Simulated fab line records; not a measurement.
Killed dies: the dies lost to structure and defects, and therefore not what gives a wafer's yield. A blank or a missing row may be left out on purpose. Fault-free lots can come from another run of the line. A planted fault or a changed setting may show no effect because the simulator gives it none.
Chamber matching -- flow berkeley-cmos170 -- 4 sister chambers for UCB170_M3_ETCH_17 on rie-diel-01
The step etches BARC in N2/H2. 8 wafers are shown with their chamber, then 8 later ones without.

WAFERS, EACH WITH ITS CHAMBER
wafer,chamber,drypump-motor-current-A (A),throttle-valve-pct (%)
L799.6,0,5.5,13.80
L802.5,0,5.4,13.80
L807.3,2,6.2,13.50
L806.2,2,6.2,13.52
L806.6,1,5.6,13.25
L809.4,1,5.6,13.24
L809.5,3,4.8,13.03
L820.1,3,4.8,13.04

WAFERS WITHOUT THEIR CHAMBER
wafer,drypump-motor-current-A (A),throttle-valve-pct (%)
L820.2,5.6,13.27
L820.5,5.4,13.79
L821.2,5.4,13.80
L821.5,6.2,13.52
L821.6,4.8,13.01
L817.1,4.8,13.03
L817.3,5.4,13.75
L817.5,5.6,13.25

WHICH CHAMBER EACH WENT THROUGH
wafer,from the rows above,in truth
L820.2,1,1
L820.5,0,0
L821.2,0,0
L821.5,2,2
L821.6,3,3
L817.1,3,3
L817.3,0,0
L817.5,1,1
Correctly placed: 8 of 8. Number that these rows cannot place: 0. Wrongly placed: 0.
How it was worked out, from the rows above alone: a wafer's distance from a chamber is the root of the sum, over the readings, of the square of ((its reading less the chamber's mean) divided by the reading's scatter). The wafer belongs to the nearest chamber; if the next one is less than 2 further off, it can't be placed. The mean given for a chamber averages the wafers shown for that chamber. The scatter: the root of (the sum of the squares of (reading less its chamber's mean) over the shown wafers, divided by (wafers less chambers)).
